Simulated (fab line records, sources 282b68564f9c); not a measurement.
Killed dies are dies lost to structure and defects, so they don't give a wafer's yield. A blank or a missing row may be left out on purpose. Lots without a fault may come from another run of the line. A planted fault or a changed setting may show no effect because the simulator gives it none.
A struck lot beside a sound one | flow rit_cmos | 14 steps out of a route of 202
Sound: wafers L919.2, L919.3, L919.6. Struck: wafers L909.3, L909.5, L909.6. The cause comes at the end.
At each step with rows: each side's tool, then ch and its chambers, then its first start. Under that, the readings that differ: sound wafers | struck wafers | difference of the means | sigmas: that difference in standard deviations of wafers without a fault.
alike: readings whose means differ by less than 2 such deviations, and words and numbers that are the same on both sides. not compared: withheld readings, readings that some wafer has no value for, bounds like >300 that may hide the same value, and numbers for which the record gives no deviation and whose values overlap.
The two part at a step that has a row with sigmas, a row that says differs or no value, or rows on one side only. Numbers that don't overlap but have no deviation are shown without sigmas and don't part them. A reading that every wafer of one side lacks parts them only if that side has two wafers or more.

first, 3 steps without rows for these wafers: RIT_GATE_CLEAN_02 (cleans in dHF, time 30.81 s); RIT_GATE_CLEAN_03 (cleans in SC2, time 600 s); RIT_GATE_CLEAN_04 (cleans in dHF, time 60 s).
RIT_FOX2_THK_MEAS_91:
  sound on film_metro-04, day 6 06:07; struck on film_metro-01, day 4 01:26
  reading                     | sound       | struck      | difference | sigmas
  FIELD_OXIDE_LEFT_2_THK (nm) | 266 267 263 | 244 249 241 | -21        | -4
then, 2 steps without rows for these wafers: RIT_GATE_OXIDATION_05 (target thk 3 nm, ox time 270 s); RIT_GATE_ANNEAL_06 (time 600 s).
RIT_GATE_THK_MEAS_07:
  sound on film_metro-02, day 6 08:13; struck on film_metro-04, day 4 07:05
  alike: GATE_OXIDE_THK
then, 1 step without rows for these wafers: RIT_GATE_CVD_08 (deposits poly-Si from SiH4, target thk 250 nm, time 2220 s).
RIT_GATE_THK_MEAS_09:
  sound on film_metro-04, day 6 09:54; struck on film_metro-01, day 4 09:49
  alike: GATE_POLY_THK
then, 3 steps without rows for these wafers: RIT_GATE_HMDS_10 (prime time 60 s); RIT_GATE_COAT_11 (resist thk 850 nm); RIT_GATE_SOFTBAKE_12 (time 60 s).
RIT_GATE_EXPOSE_13: exposes mask M6, target cd 150 nm.
  sound on iline_stepper-02 ch 0, day 6 10:38; struck on iline_stepper-01, day 4 10:28
  no value came back on the struck wafers for exposure_dose_mJ_cm2, focus_offset_nm (nm), reticle_temp_C (C), sigma_outer; on the sound wafers exposure_dose_mJ_cm2 reads 376.3 377.1 376.5
  alike: mask
then, 1 step without rows for these wafers: RIT_GATE_PEB_14.

WHERE THEY PART
First at RIT_FOX2_THK_MEAS_91; last, within this record, at RIT_GATE_EXPOSE_13.

WHY: what the simulator had put in
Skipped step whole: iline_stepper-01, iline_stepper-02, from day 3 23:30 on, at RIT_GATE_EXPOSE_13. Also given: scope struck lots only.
